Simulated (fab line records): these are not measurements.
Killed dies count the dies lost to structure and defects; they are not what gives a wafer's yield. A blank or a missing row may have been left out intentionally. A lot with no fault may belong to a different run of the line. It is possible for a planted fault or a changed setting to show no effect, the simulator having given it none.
Comparing a struck lot with a sound one || flow ritCmos || 43 steps out of a route of 202
Sound: wafers L663.2, L663.3, L663.6. Wafers L660.3, L660.4, L660.5 were the ones struck. The cause is given at the end.
At each step with rows: each side's tool, then ch and its chambers, then its first start. Under that, the readings that differ: sound wafers || struck wafers || difference of the means || sigmas: that difference in standard deviations of wafers without a fault.
alike: a reading whose means differ by less than 2 such deviations, as well as words and numbers matching on both sides. not compared: withheld readings; readings where some wafer has no value; bounds like >300 that might hide an equal value; numbers whose values overlap and for which the record gives no deviation.
The two part at a step that has a row with sigmas, a row that says differs or no value, or rows on one side only. Non-overlapping numbers with no deviation appear without sigmas and do not part them. Lack of a reading on every wafer of one side parts them only where that side has two or more wafers.

first, 1 step without rows for these wafers: RIT_NLDD_IMPLANT_08.
RIT_NLDD_STRIP_09: strips in O2, time 180 s.
  sound on plasmaAsher-04 ch 1, day 5 18:35; struck on plasmaAsher-02 ch 0,1, day 5 03:52
  alike: drypumpMotorCurrentA
  not compared: rfHoursCounterH
RIT_NLDD_TW_MEAS_10:
  struck on filmMetro-03, day 5 04:00; sound on filmMetro-03, day 5 18:46
  alike: NLDD_TW
then, 6 steps without rows for these wafers: RIT_PLDD_HMDS_00 (prime time 60 s); RIT_PLDD_COAT_01 (resist thk 1000 nm); RIT_PLDD_SOFTBAKE_02 (time 60 s); RIT_PLDD_EXPOSE_03 (exposes mask M8, target cd 40900 nm); RIT_PLDD_PEB_04; RIT_PLDD_DEVELOP_05 (develop time 50 s).
RIT_PLDD_OVL_MEAS_06:
  struck on overlay-01, day 5 05:02; sound on overlay-02, day 5 19:41
  alike: PLDD_OVL
then, 2 steps without rows for these wafers: RIT_PLDD_HARDBAKE_07 (time 60 s); RIT_PLDD_IMPLANT_08.
RIT_PLDD_STRIP_09: strips in O2, time 180 s.
  sound on plasmaAsher-03 ch 0,1, day 5 20:01; struck on plasmaAsher-02 ch 0,1, day 5 05:25
  alike: drypumpMotorCurrentA
  not compared: rfHoursCounterH
RIT_PLDD_TW_MEAS_10:
  struck on filmMetro-01, day 5 05:33; sound on filmMetro-01, day 5 20:11
  alike: PLDD_TW
then, 4 steps without rows for these wafers: RIT_SPACER_CLEAN_00 (cleans in SC1, time 600 s); RIT_SPACER_CLEAN_01 (cleans in dHF, time 30 s); RIT_SPACER_CLEAN_02 (cleans in SC2, time 600 s); RIT_SPACER_CVD_03 (deposits Si3N4 from SiH2Cl2/NH3, target thk 250 nm, time 3300 s).
RIT_SPACER_THK_MEAS_04:
  struck on filmMetro-01, day 5 07:53; sound on filmMetro-04, day 5 22:32
  alike: SPACER_NITRIDE_THK
RIT_SPACER_ETCHBACK_05: etches Si3N4 in SF6/CHF3, stops on SiO2, target depth 250 nm, time 240 s.
  sound on rieDiel-02 ch 1,3, day 5 22:35; struck on rieDiel-03 ch 1,2,3, day 5 07:56
  alike: drypumpMotorCurrentA, oesProductAu, throttleValvePct
  not compared: rfHoursCounterH
then, 6 steps without rows for these wafers: RIT_NSD_HMDS_00 (prime time 60 s); RIT_NSD_COAT_01 (resist thk 1000 nm); RIT_NSD_SOFTBAKE_02 (time 60 s); RIT_NSD_EXPOSE_03 (exposes mask M9, target cd 40700 nm); RIT_NSD_PEB_04; RIT_NSD_DEVELOP_05 (develop time 50 s).
RIT_NSD_OVL_MEAS_06:
  struck on overlay-01, day 5 09:10; sound on overlay-02, day 5 23:43
  alike: NSD_OVL
then, 2 steps without rows for these wafers: RIT_NSD_HARDBAKE_07 (time 60 s); RIT_NSD_IMPLANT_08.
RIT_NSD_STRIP_09: strips in O2, time 180 s.
  sound on plasmaAsher-03 ch 0,1, day 6 00:03; struck on plasmaAsher-03 ch 0,1, day 5 09:34
  alike: drypumpMotorCurrentA
  not compared: rfHoursCounterH
RIT_NSD_TW_MEAS_10:
  struck on filmMetro-03, day 5 09:41; sound on filmMetro-01, day 6 00:14
  alike: NSD_TW
then, 6 steps without rows for these wafers: RIT_PSD_HMDS_00 (prime time 60 s); RIT_PSD_COAT_01 (resist thk 1000 nm); RIT_PSD_SOFTBAKE_02 (time 60 s); RIT_PSD_EXPOSE_03 (exposes mask M10, target cd 40900 nm); RIT_PSD_PEB_04; RIT_PSD_DEVELOP_05 (develop time 50 s).
RIT_PSD_OVL_MEAS_06:
  struck on overlay-01, day 5 10:43; sound on overlay-02, day 6 01:08
  alike: PSD_OVL
then, 2 steps without rows for these wafers: RIT_PSD_HARDBAKE_07 (time 60 s); RIT_PSD_IMPLANT_08.
RIT_PSD_STRIP_09: strips in O2, time 180 s.
  sound on plasmaAsher-03 ch 0,1, day 6 01:28; struck on plasmaAsher-02 ch 0,1, day 5 11:06
  alike: drypumpMotorCurrentA
  not compared: rfHoursCounterH
RIT_PSD_TW_MEAS_10:
  struck on filmMetro-03, day 5 11:14; sound on filmMetro-01, day 6 01:39
  alike: PSD_TW
RIT_M1_PROBE_99:
  struck on prober-02, day 5 19:05; sound on prober-01, day 6 09:26
{"reading": "killedAtFrontEnd", "sound": "8 7 7", "struck": "49 36 41", "difference": "+35", "sigmas": "+11"}
{"reading": "killedDies", "sound": "9 7 7", "struck": "49 36 41", "difference": "+34", "sigmas": "+11"}
{"reading": "killedOnRim", "sound": "3 0 0", "struck": "8 12 6", "difference": "+8", "sigmas": "+5"}
  alike: killedAtContacts, killedOpen, killedShort

== WHERE THEY PART ==
Only at RIT_M1_PROBE_99, as far as this record shows.

WHY: whatever the simulator had introduced
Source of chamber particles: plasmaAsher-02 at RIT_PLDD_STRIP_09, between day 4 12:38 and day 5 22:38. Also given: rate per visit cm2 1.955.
